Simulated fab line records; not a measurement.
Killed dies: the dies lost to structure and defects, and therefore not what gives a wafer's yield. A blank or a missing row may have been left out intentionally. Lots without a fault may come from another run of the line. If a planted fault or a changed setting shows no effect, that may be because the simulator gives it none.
Which tool is to blame? / flow berkeley-cmos170 / Sampling: 14 lots, 42 wafers, 7 of 331 route steps

== WHAT THE GAUGES SHOWED, per wafer ==
UCB170_PVT_OVL_MEAS_06.
lot=L448; measured=day 6 20:25; on=overlay-01; PVT_OVL (nm)=-5 -2 -4
lot=L447; measured=day 6 20:46; on=overlay-02; PVT_OVL (nm)=-3 -1 -13
lot=L446; measured=day 6 21:03; on=overlay-01; PVT_OVL (nm)=-5 -10 -5
lot=L449; measured=day 7 12:19; on=overlay-01; PVT_OVL (nm)=-2 0 2
lot=L450; measured=day 7 12:35; on=overlay-02; PVT_OVL (nm)=5 -4 -1
lot=L452; measured=day 7 23:29; on=overlay-02; PVT_OVL (nm)=0 1 0
lot=L451; measured=day 7 23:35; on=overlay-02; PVT_OVL (nm)=-2 -5 -6
lot=L456; measured=day 8 21:20; on=overlay-02; PVT_OVL (nm)=4 1 6
lot=L458; measured=day 9 08:24; on=overlay-01; PVT_OVL (nm)=-8 -6 -8
lot=L459; measured=day 9 15:34; on=overlay-01; PVT_OVL (nm)=2 5 4
lot=L461; measured=day 10 00:34; on=overlay-01; PVT_OVL (nm)=-3 -6 -2
lot=L464; measured=day 10 23:33; on=overlay-02; PVT_OVL (nm)=3 -8 -3
lot=L466; measured=day 11 04:01; on=overlay-01; PVT_OVL (nm)=-2 -8 -2
lot=L469; measured=day 11 14:19; on=overlay-02; PVT_OVL (nm)=-4 -1 -1

UCB170_SDANNEAL_RS_MEAS_02: measures by four-point-probe.
lot=L448; measured=day 8 10:31; on=film-metro-03; PSD_RS (ohm/sq)=75.27 75.05 75.31
lot=L447; measured=day 8 10:57; on=film-metro-02; PSD_RS (ohm/sq)=75.87 76.16 75.83
lot=L446; measured=day 8 11:10; on=film-metro-03; PSD_RS (ohm/sq)=75.01 75.36 75.31
lot=L449; measured=day 8 18:47; on=film-metro-03; PSD_RS (ohm/sq)=75.56 75.62 75.86
lot=L450; measured=day 8 18:34; on=film-metro-04; PSD_RS (ohm/sq)=75.47 75.47 75.60
lot=L452; measured=day 9 13:46; on=film-metro-03; PSD_RS (ohm/sq)=75.46 75.44 75.67
lot=L451; measured=day 9 13:09; on=film-metro-03; PSD_RS (ohm/sq)=75.89 75.76 75.73
lot=L456; measured=day 10 07:41; on=film-metro-04; PSD_RS (ohm/sq)=84.46 84.42 84.31
lot=L458; measured=day 10 12:42; on=film-metro-03; PSD_RS (ohm/sq)=83.88 83.63 83.98
lot=L459; measured=day 11 01:16; on=film-metro-04; PSD_RS (ohm/sq)=75.46 75.51 75.35
lot=L461; measured=day 11 10:19; on=film-metro-03; PSD_RS (ohm/sq)=74.85 75.25 75.48
lot=L464; measured=day 12 04:02; on=film-metro-04; PSD_RS (ohm/sq)=75.65 75.79 75.39
lot=L466; measured=day 12 09:59; on=film-metro-04; PSD_RS (ohm/sq)=74.97 75.29 75.39
lot=L469; measured=day 12 21:29; on=film-metro-02; PSD_RS (ohm/sq)=75.65 75.31 75.64

UCB170_SDANNEAL_RS_MEAS_03: measures by four-point-probe.
lot=L448; measured=day 8 10:38; on=film-metro-03; NSD_RS (ohm/sq)=37.14 37.25 37.22
lot=L447; measured=day 8 11:04; on=film-metro-02; NSD_RS (ohm/sq)=37.31 37.34 37.24
lot=L446; measured=day 8 11:17; on=film-metro-03; NSD_RS (ohm/sq)=37.33 37.31 37.37
lot=L449; measured=day 8 18:55; on=film-metro-03; NSD_RS (ohm/sq)=37.10 37.05 37.14
lot=L450; measured=day 8 18:41; on=film-metro-04; NSD_RS (ohm/sq)=37.21 37.44 37.19
lot=L452; measured=day 9 13:53; on=film-metro-03; NSD_RS (ohm/sq)=37.31 37.38 37.33
lot=L451; measured=day 9 13:16; on=film-metro-03; NSD_RS (ohm/sq)=37.18 37.05 37.09
lot=L456; measured=day 10 07:49; on=film-metro-04; NSD_RS (ohm/sq)=38.43 38.33 38.46
lot=L458; measured=day 10 12:49; on=film-metro-03; NSD_RS (ohm/sq)=38.39 38.39 38.31
lot=L459; measured=day 11 01:23; on=film-metro-04; NSD_RS (ohm/sq)=37.35 37.27 37.29
lot=L461; measured=day 11 10:26; on=film-metro-03; NSD_RS (ohm/sq)=37.30 37.27 37.22
lot=L464; measured=day 12 04:10; on=film-metro-04; NSD_RS (ohm/sq)=37.30 37.33 37.31
lot=L466; measured=day 12 10:07; on=film-metro-04; NSD_RS (ohm/sq)=37.23 37.14 37.36
lot=L469; measured=day 12 21:37; on=film-metro-02; NSD_RS (ohm/sq)=37.42 37.41 37.40

UCB170_SDANNEAL_RS_MEAS_04: measures by four-point-probe.
lot=L448; measured=day 8 10:45; on=film-metro-03; PLDD_RS (ohm/sq)=1026.1 1024.3 1024.9
lot=L447; measured=day 8 11:11; on=film-metro-02; PLDD_RS (ohm/sq)=1031.3 1034.0 1033.2
lot=L446; measured=day 8 11:25; on=film-metro-03; PLDD_RS (ohm/sq)=1027.8 1031.7 1031.1
lot=L449; measured=day 8 19:02; on=film-metro-03; PLDD_RS (ohm/sq)=1033.1 1033.6 1032.2
lot=L450; measured=day 8 18:49; on=film-metro-04; PLDD_RS (ohm/sq)=1028.0 1028.7 1030.4
lot=L452; measured=day 9 14:01; on=film-metro-03; PLDD_RS (ohm/sq)=1027.6 1026.4 1023.7
lot=L451; measured=day 9 13:23; on=film-metro-03; PLDD_RS (ohm/sq)=1029.5 1027.0 1026.9
lot=L456; measured=day 10 07:56; on=film-metro-04; PLDD_RS (ohm/sq)=1036.1 1034.3 1038.1
lot=L458; measured=day 10 12:56; on=film-metro-03; PLDD_RS (ohm/sq)=1041.9 1041.7 1041.0
lot=L459; measured=day 11 01:30; on=film-metro-04; PLDD_RS (ohm/sq)=1031.9 1033.8 1031.1
lot=L461; measured=day 11 10:34; on=film-metro-03; PLDD_RS (ohm/sq)=1034.1 1031.0 1032.7
lot=L464; measured=day 12 04:17; on=film-metro-04; PLDD_RS (ohm/sq)=1031.4 1032.4 1028.9
lot=L466; measured=day 12 10:14; on=film-metro-04; PLDD_RS (ohm/sq)=1025.4 1025.9 1029.3
lot=L469; measured=day 12 21:44; on=film-metro-02; PLDD_RS (ohm/sq)=1035.2 1036.7 1037.0

== EACH LOT AND THE TOOL THAT RAN IT (in order: tool; ch and the chambers of the sampled wafers; start) ==
lot=L448; UCB170_SPACER_CVD_00=pecvd-04 ch 0,2, day 7 22:06; UCB170_SDANNEAL_RTA_00=rtp-anneal-01 ch 0, day 8 10:23; UCB170_SDANNEAL_RTA_01=rtp-anneal-01 ch 0, day 8 10:27
lot=L447; UCB170_SPACER_CVD_00=pecvd-02 ch 0,1,2, day 7 22:06; UCB170_SDANNEAL_RTA_00=rtp-anneal-01 ch 0, day 8 10:49; UCB170_SDANNEAL_RTA_01=rtp-anneal-01 ch 0, day 8 10:52
lot=L446; UCB170_SPACER_CVD_00=pecvd-01 ch 0,1,2, day 7 22:10; UCB170_SDANNEAL_RTA_00=rtp-anneal-02 ch 0, day 8 10:53; UCB170_SDANNEAL_RTA_01=rtp-anneal-02 ch 0, day 8 10:56
lot=L449; UCB170_SPACER_CVD_00=pecvd-04 ch 0,1, day 8 08:10; UCB170_SDANNEAL_RTA_00=rtp-anneal-01 ch 0, day 8 18:39; UCB170_SDANNEAL_RTA_01=rtp-anneal-01 ch 0, day 8 18:43
lot=L450; UCB170_SPACER_CVD_00=pecvd-01 ch 0,1, day 8 07:52; UCB170_SDANNEAL_RTA_00=rtp-anneal-02 ch 0, day 8 18:26; UCB170_SDANNEAL_RTA_01=rtp-anneal-02 ch 0, day 8 18:30
lot=L452; UCB170_SPACER_CVD_00=pecvd-02 ch 0,2, day 8 21:29; UCB170_SDANNEAL_RTA_00=rtp-anneal-01 ch 0, day 9 13:38; UCB170_SDANNEAL_RTA_01=rtp-anneal-01 ch 0, day 9 13:41
lot=L451; UCB170_SPACER_CVD_00=pecvd-01 ch 0,1,2, day 8 22:23; UCB170_SDANNEAL_RTA_00=rtp-anneal-02 ch 0, day 9 13:02; UCB170_SDANNEAL_RTA_01=rtp-anneal-02 ch 0, day 9 13:06
lot=L456; UCB170_SPACER_CVD_00=pecvd-02 ch 0,1,2, day 9 18:20; UCB170_SDANNEAL_RTA_00=rtp-anneal-01 ch 0, day 10 07:34; UCB170_SDANNEAL_RTA_01=rtp-anneal-01 ch 0, day 10 07:37
lot=L458; UCB170_SPACER_CVD_00=pecvd-01 ch 0,2, day 10 03:37; UCB170_SDANNEAL_RTA_00=rtp-anneal-01 ch 0, day 10 12:35; UCB170_SDANNEAL_RTA_01=rtp-anneal-01 ch 0, day 10 12:38
lot=L459; UCB170_SPACER_CVD_00=pecvd-02 ch 0,1,2, day 10 11:31; UCB170_SDANNEAL_RTA_00=rtp-anneal-02 ch 0, day 11 01:07; UCB170_SDANNEAL_RTA_01=rtp-anneal-02 ch 0, day 11 01:11
lot=L461; UCB170_SPACER_CVD_00=pecvd-01 ch 1,2, day 11 01:43; UCB170_SDANNEAL_RTA_00=rtp-anneal-02 ch 0, day 11 10:04; UCB170_SDANNEAL_RTA_01=rtp-anneal-02 ch 0, day 11 10:12
lot=L464; UCB170_SPACER_CVD_00=pecvd-01 ch 0,1,2, day 11 16:05; UCB170_SDANNEAL_RTA_00=rtp-anneal-02 ch 0, day 12 03:54; UCB170_SDANNEAL_RTA_01=rtp-anneal-02 ch 0, day 12 03:58
lot=L466; UCB170_SPACER_CVD_00=pecvd-02 ch 0,1, day 12 00:56; UCB170_SDANNEAL_RTA_00=rtp-anneal-02 ch 0, day 12 09:52; UCB170_SDANNEAL_RTA_01=rtp-anneal-02 ch 0, day 12 09:56
lot=L469; UCB170_SPACER_CVD_00=pecvd-01 ch 0,2, day 12 07:22; UCB170_SDANNEAL_RTA_00=rtp-anneal-02 ch 0, day 12 21:22; UCB170_SDANNEAL_RTA_01=rtp-anneal-02 ch 0, day 12 21:25
- UCB170_SPACER_CVD_00: deposits SiO2 from TEOS/O2, target thk 376 nm, time 47 s.
- UCB170_SDANNEAL_RTA_00: time 10 s.
- UCB170_SDANNEAL_RTA_01: time 5 s.

== AS READ BY THE TOOLS THEMSELVES (means over the sampled wafers that have a number; for cases with no such wafer, the mark the record gives instead) ==
UCB170_SPACER_CVD_00.
lot=L448; tool=pecvd-04; heater-power-w (W)=258; rf-fwd-power-W (W)=545.9; susceptor-temp-C (C)=389.71
lot=L447; tool=pecvd-02; heater-power-w (W)=224; rf-fwd-power-W (W)=544.1; susceptor-temp-C (C)=389.67
lot=L446; tool=pecvd-01; heater-power-w (W)=236; rf-fwd-power-W (W)=544.2; susceptor-temp-C (C)=390.17
lot=L449; tool=pecvd-04; heater-power-w (W)=255; rf-fwd-power-W (W)=543.2; susceptor-temp-C (C)=390.08
lot=L450; tool=pecvd-01; heater-power-w (W)=301; rf-fwd-power-W (W)=542.7; susceptor-temp-C (C)=389.92
lot=L452; tool=pecvd-02; heater-power-w (W)=263; rf-fwd-power-W (W)=542.8; susceptor-temp-C (C)=390.12
lot=L451; tool=pecvd-01; heater-power-w (W)=250; rf-fwd-power-W (W)=543.6; susceptor-temp-C (C)=390.09
lot=L456; tool=pecvd-02; heater-power-w (W)=234; rf-fwd-power-W (W)=542.0; susceptor-temp-C (C)=390.21
lot=L458; tool=pecvd-01; heater-power-w (W)=210; rf-fwd-power-W (W)=545.9; susceptor-temp-C (C)=389.96
lot=L459; tool=pecvd-02; heater-power-w (W)=257; rf-fwd-power-W (W)=542.1; susceptor-temp-C (C)=389.76
lot=L461; tool=pecvd-01; heater-power-w (W)=336; rf-fwd-power-W (W)=544.2; susceptor-temp-C (C)=389.88
lot=L464; tool=pecvd-01; heater-power-w (W)=253; rf-fwd-power-W (W)=542.5; susceptor-temp-C (C)=390.18
lot=L466; tool=pecvd-02; heater-power-w (W)=207; rf-fwd-power-W (W)=542.8; susceptor-temp-C (C)=389.83
lot=L469; tool=pecvd-01; heater-power-w (W)=179; rf-fwd-power-W (W)=543.8; susceptor-temp-C (C)=390.07

UCB170_SDANNEAL_RTA_00.
lot=L448; tool=rtp-anneal-01; lamp-power-pct (%)=23.9; wafer_temp_C_max=903.4
lot=L447; tool=rtp-anneal-01; lamp-power-pct (%)=23.9; wafer_temp_C_max=903.3
lot=L446; tool=rtp-anneal-02; lamp-power-pct (%)=29.5; wafer_temp_C_max=905.5
lot=L449; tool=rtp-anneal-01; lamp-power-pct (%)=23.9; wafer_temp_C_max=903.4
lot=L450; tool=rtp-anneal-02; lamp-power-pct (%)=29.5; wafer_temp_C_max=905.4
lot=L452; tool=rtp-anneal-01; lamp-power-pct (%)=23.9; wafer_temp_C_max=903.6
lot=L451; tool=rtp-anneal-02; lamp-power-pct (%)=29.4; wafer_temp_C_max=905.7
lot=L456; tool=rtp-anneal-01; lamp-power-pct (%)=23.9; wafer_temp_C_max=903.4
lot=L458; tool=rtp-anneal-01; lamp-power-pct (%)=23.9; wafer_temp_C_max=903.5
lot=L459; tool=rtp-anneal-02; lamp-power-pct (%)=29.4; wafer_temp_C_max=906.3
lot=L461; tool=rtp-anneal-02; lamp-power-pct (%)=29.4; wafer_temp_C_max=905.1
lot=L464; tool=rtp-anneal-02; lamp-power-pct (%)=29.5; wafer_temp_C_max=905.0
lot=L466; tool=rtp-anneal-02; lamp-power-pct (%)=29.4; wafer_temp_C_max=906.0
lot=L469; tool=rtp-anneal-02; lamp-power-pct (%)=29.4; wafer_temp_C_max=906.6

UCB170_SDANNEAL_RTA_01.
lot=L448; tool=rtp-anneal-01; lamp-power-pct (%)=37; wafer_temp_C_max=1054.8
lot=L447; tool=rtp-anneal-01; lamp-power-pct (%)=37; wafer_temp_C_max=1054.0
lot=L446; tool=rtp-anneal-02; lamp-power-pct (%)=45; wafer_temp_C_max=1057.9
lot=L449; tool=rtp-anneal-01; lamp-power-pct (%)=37; wafer_temp_C_max=1054.3
lot=L450; tool=rtp-anneal-02; lamp-power-pct (%)=45; wafer_temp_C_max=1057.6
lot=L452; tool=rtp-anneal-01; lamp-power-pct (%)=37; wafer_temp_C_max=1053.6
lot=L451; tool=rtp-anneal-02; lamp-power-pct (%)=45; wafer_temp_C_max=1058.0
lot=L456; tool=rtp-anneal-01; lamp-power-pct (%)=35; wafer_temp_C_max=1054.1
lot=L458; tool=rtp-anneal-01; lamp-power-pct (%)=35; wafer_temp_C_max=1055.6
lot=L459; tool=rtp-anneal-02; lamp-power-pct (%)=45; wafer_temp_C_max=1057.4
lot=L461; tool=rtp-anneal-02; lamp-power-pct (%)=45; wafer_temp_C_max=1058.2
lot=L464; tool=rtp-anneal-02; lamp-power-pct (%)=45; wafer_temp_C_max=1058.2
lot=L466; tool=rtp-anneal-02; lamp-power-pct (%)=45; wafer_temp_C_max=1058.0
lot=L469; tool=rtp-anneal-02; lamp-power-pct (%)=45; wafer_temp_C_max=1055.9

== THE ANSWER, worked out from the rows above alone ==
Rule: the lots themselves supply what counts as usual. The widest of any qualifying gaps counts: lots, ordered by their means at a reading, are off when they make up no more than a third of the lots, leave a main group of 4 or more, and stand apart from it by 3 or more times the standard deviation of that group's means. Not used: any main group whose means are identical at the precision the tables above print for the reading. Also off: a lot with no number at a reading for which 4 or more lots have one. All remaining lots with rows at the step are treated as sound. Order of review: gauges by route order, followed by the tools' own readings, for which a lot's mean as printed above is used. The first step at which some lot is off is used, and at that step the reading that is off furthest; a lot without a number counts as furthest.
Off: at UCB170_SDANNEAL_RS_MEAS_02 (PSD_RS), L456, L458. For the main group the mean is 75.49 ohm/sq and the standard deviation 0.24.
If a tool, at a process step before that reading, ran all the lots that are off and no sound lot after the first of them, it fits. Gauges at UCB170_SDANNEAL_RS_MEAS_02: tried the same way as those tools. One candidate fits, namely rtp-anneal-01 at UCB170_SDANNEAL_RTA_00 and UCB170_SDANNEAL_RTA_01. At UCB170_SDANNEAL_RTA_00 its last sound lot is L452 (day 9 13:38), its first lot that is off L456 (day 10 07:34): a fault that began between those two fits.

== WHAT THE SIMULATOR HAD PUT IN ==
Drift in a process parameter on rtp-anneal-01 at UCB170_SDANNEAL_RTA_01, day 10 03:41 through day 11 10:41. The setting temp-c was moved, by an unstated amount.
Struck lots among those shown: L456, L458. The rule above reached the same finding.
